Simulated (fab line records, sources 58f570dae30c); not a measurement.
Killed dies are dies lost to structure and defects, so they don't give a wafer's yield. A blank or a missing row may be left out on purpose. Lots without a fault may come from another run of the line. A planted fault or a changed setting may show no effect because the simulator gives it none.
Tool commonality check | flow berkeley_cmos170 | 14 lots, 48 wafers sampled

WHY IT WAS OPENED
At UCB170_NLDD_TW_MEAS_11 the reading NLDD_TW is flagged on 2 of 14 lots. Wafers without a fault read 2202, standard deviation 22.
Rule: a lot is flagged when every wafer of it that has a number lies more than 4 standard deviations from that mean, or none has a number. The other lots count as sound.

lot  | measured     | on            | NLDD_TW, wafer by wafer       | flag
L276 | day 7 22:32  | film_metro-04 | 2214 2235 2218                |
L277 | day 7 22:56  | film_metro-02 | 2220 2214 2233                |
L280 | day 8 11:11  | film_metro-04 | 2213 2207 2222                |
L279 | day 8 11:46  | film_metro-04 | 2223 2213 2214                |
L281 | day 8 11:55  | film_metro-02 | 2450 2435 2435 2435 2450 2441 | FLAGGED
L283 | day 8 23:28  | film_metro-03 | 2178 2189 2180                |
L282 | day 9 00:16  | film_metro-03 | 2173 2175 2187                |
L290 | day 10 08:46 | film_metro-03 | 2408 2408 2415 2417 2422 2413 | FLAGGED
L293 | day 11 08:10 | film_metro-03 | 2169 2172 2175                |
L294 | day 11 09:44 | film_metro-04 | 2206 2202 2218                |
L295 | day 11 22:04 | film_metro-04 | 2212 2203 2217                |
L296 | day 11 22:23 | film_metro-04 | 2200 2217 2210                |
L297 | day 12 08:29 | film_metro-03 | 2153 2172 2168                |
L299 | day 12 21:20 | film_metro-02 | 2230 2224 2229                |
The numbers of the flagged lots are 2427 on average: +225 against the usual, or +10 standard deviations.

WHICH TOOL RAN EACH LOT
The record holds 1 process step before the reading, out of a route of 331 steps. In each cell: the tool, then ch and the chambers that the sampled wafers went through, then the start.
lot  | flag    | UCB170_NLDD_IMPLANT_08
L276 |         | implanter-04 ch 0, day 7 22:10
L277 |         | implanter-02 ch 0, day 7 22:32
L280 |         | implanter-02 ch 0, day 8 10:47
L279 |         | implanter-04 ch 0, day 8 11:22
L281 | FLAGGED | implanter-04 ch 0, day 8 11:05
L283 |         | implanter-04 ch 0, day 8 23:05
L282 |         | implanter-01 ch 0, day 8 23:53
L290 | FLAGGED | implanter-04 ch 0, day 10 08:04
L293 |         | implanter-04 ch 0, day 11 07:46
L294 |         | implanter-01 ch 0, day 11 09:20
L295 |         | implanter-04 ch 0, day 11 21:40
L296 |         | implanter-02 ch 0, day 11 21:59
L297 |         | implanter-02 ch 0, day 12 08:04
L299 |         | implanter-04 ch 0, day 12 20:58
What these steps do:
- UCB170_NLDD_IMPLANT_08
- UCB170_NLDD_TW_MEAS_11

FLAGGED OVER TOTAL, TOOL BY TOOL (the gauges that took the reading come last)
step                   | tool          | lots run | flagged | share of the flagged lots | sound lots run after its first flagged lot
UCB170_NLDD_IMPLANT_08 | implanter-01  | 2        | 0       | none                      | -
UCB170_NLDD_IMPLANT_08 | implanter-02  | 4        | 0       | none                      | -
UCB170_NLDD_IMPLANT_08 | implanter-04  | 8        | 2       | all                       | 5 (L279,L283,L293,L295,L299)
UCB170_NLDD_TW_MEAS_11 | film_metro-02 | 3        | 1       | some                      | 1 (L299)
UCB170_NLDD_TW_MEAS_11 | film_metro-03 | 5        | 1       | some                      | 2 (L293,L297)
UCB170_NLDD_TW_MEAS_11 | film_metro-04 | 6        | 0       | none                      | -

WHAT THE TABLE ALLOWS
1 row of the table ran every flagged lot: implanter-04 at UCB170_NLDD_IMPLANT_08.
- implanter-04 at UCB170_NLDD_IMPLANT_08: 2 of its 8 lots flagged. Sound lots ran on it after the first flagged one (L279, L283, L293, L295, L299), which a lasting fault on the whole tool wouldn't allow.
No row of the table ran every flagged lot and no sound lot after the first.

WHAT THE SIMULATOR HAD PUT IN
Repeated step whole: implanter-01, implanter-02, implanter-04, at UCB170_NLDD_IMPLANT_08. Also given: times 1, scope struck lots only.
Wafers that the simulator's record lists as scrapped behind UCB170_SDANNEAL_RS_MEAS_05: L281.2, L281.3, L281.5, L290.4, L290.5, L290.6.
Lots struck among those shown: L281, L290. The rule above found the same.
